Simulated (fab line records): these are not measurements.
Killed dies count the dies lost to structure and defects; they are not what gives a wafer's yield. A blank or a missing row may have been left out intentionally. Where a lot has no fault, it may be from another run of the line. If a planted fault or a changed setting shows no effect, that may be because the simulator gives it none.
Chamber matching + flow berkeley-cmos170 + UCB170_GATE_ETCH_14 on rie-diel-01 has 4 sister chambers
The step etches BARC in N2/H2. 4 wafers are shown with their chamber, then 7 later ones without.

WAFERS WITH THEIR CHAMBER
| wafer  | chamber | throttle-valve-pct (%) |
|--------|---------|------------------------|
| L077.1 | 1       | 13.57                  |
| L077.6 | 0       | 13.16                  |
| L084.1 | 3       | 13.16                  |
| L084.2 | 2       | 13.47                  |

WAFERS WHOSE CHAMBER IS MISSING
| wafer  | throttle-valve-pct (%) |
|--------|------------------------|
| L084.5 | 13.17                  |
| L090.2 | 13.15                  |
| L090.4 | 13.56                  |
| L090.6 | 13.15                  |
| L095.2 | 13.16                  |
| L095.5 | 13.16                  |
| L095.6 | 13.58                  |

CHAMBER TAKEN BY EACH
| wafer  | from the rows above     | in truth |
|--------|-------------------------|----------|
| L084.5 | can't be placed: 0 or 3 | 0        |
| L090.2 | can't be placed: 0 or 3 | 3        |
| L090.4 | 1                       | 1        |
| L090.6 | can't be placed: 0 or 3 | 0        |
| L095.2 | can't be placed: 0 or 3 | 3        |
| L095.5 | can't be placed: 0 or 3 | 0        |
| L095.6 | 1                       | 1        |
Correctly placed: 2 of 7. From these rows, 5 cannot be placed; in 5 the true chamber is one of the candidates. Number placed wrongly: 0.
How it was worked out, from the rows above alone: a wafer's distance from a chamber is the root of the sum, over the readings, of the square of ((its reading less the chamber's mean) divided by the reading's scatter). If the next closest chamber is less than 2 further off than the closest, the wafer can't be placed; otherwise it belongs to the closest. The mean given for a chamber averages the wafers shown for that chamber. The scatter: root of mean squared gap, hidden wafer to nearest shown wafer, with one shown wafer a chamber.
